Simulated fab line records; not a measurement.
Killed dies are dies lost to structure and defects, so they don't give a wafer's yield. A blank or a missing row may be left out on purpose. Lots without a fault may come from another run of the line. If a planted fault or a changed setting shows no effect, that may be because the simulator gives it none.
8D (eight disciplines) problem report, filled in by code | flow berkeleyCmos170 | the parts of the form that need people (team, actions taken, sign-off) are left out

## 1. THE ISSUE
tubeCenterTempC at UCB170_WELLDRIVE_ANNEAL_03 reads a mean of 1040 C on 6 wafers of 2 lots; wafers without a fault read 1100 C with a standard deviation of 0.1. So: -99 or more standard deviations from the usual mean.
The step: time 900 s.
First seen on wafer L103.2, day 4 15:29, on furnace-01. The record holds 18 wafers of 6 lots with a number at this step. Rule for "out", or "out of limits": more than 4 standard deviations from the usual mean. The other wafers with a number count as sound.

## 2. WHAT IT IS; WHAT IT IS NOT
question                    | is                                                                                    | is not
which readings at this step | tubeCenterTempC, spikeTcCentreC, spikeTcLoadC, spikeTcSourceC, tube_center_temp_C_max | -
which lots                  | L103, L104                                                                            | L118, L120, L121, L999
which wafers of those lots  | all that have a number                                                                | -
read on which tools         | furnace-01                                                                            | furnace-02, furnace-04
when                        | from day 4 15:29                                                                      | up to then (3 sound wafers); but 9 sound wafers of L118, L120, L121 came after

## 3. THE SUSPECTS, EACH WITH WHAT RULES IT OUT
Counting: a tool at any process step up to the reading remains a suspect when it ran all the lots that are out and ran no sound lot after the first of those.
- furnace-01 at UCB170_WELLDRIVE_ANNEAL_03 (time 900 s): ruled out as a lasting fault. Following L103 (day 4 15:29), the first lot on it that is out, the sound lots L121 were run on it.
Left after counting: nothing in the record.

## 4. THE CAUSE (what the simulator had put in)
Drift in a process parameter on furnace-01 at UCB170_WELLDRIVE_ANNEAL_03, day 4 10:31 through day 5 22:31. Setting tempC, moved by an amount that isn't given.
Counting ruled it out, wrongly.

## 5. THE CHAIN OF EFFECTS, in route order
Each row: a reading whose mean over the struck wafers that have a number lies more than 3 standard deviations from the usual. Readings are gone through only where the record gives a usual standard deviation; hours: the median, over the lots, of the time from a lot's start at the first step in this table giving one to that lot's start at this step; sigmas: the change measured in usual standard deviations.
hours | step                       | reading                | usual    | on struck wafers | change | sigmas
0     | UCB170_WELLDRIVE_ANNEAL_03 | spikeTcCentreC         | 1101.9 C | 1041.0           | -60.9  | -51
0     | UCB170_WELLDRIVE_ANNEAL_03 | spikeTcLoadC           | 1127.9 C | 1066.2           | -61.8  | -39
0     | UCB170_WELLDRIVE_ANNEAL_03 | spikeTcSourceC         | 1130.4 C | 1069.5           | -60.9  | -41
0     | UCB170_WELLDRIVE_ANNEAL_03 | tubeCenterTempC        | 1100 C   | 1040             | -60    | -99 or more
0     | UCB170_WELLDRIVE_ANNEAL_03 | tube_center_temp_C_max | 1102.9   | 1043.1           | -59.8  | -99 or more
It contains these process steps:
- UCB170_WELLDRIVE_ANNEAL_03: time 900 s.

## 6. HOW IT WOULD HAVE BEEN CAUGHT EARLIER
The fault began at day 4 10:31; the first out-of-limits reading in this record came at day 4 15:29, 5 hours later.
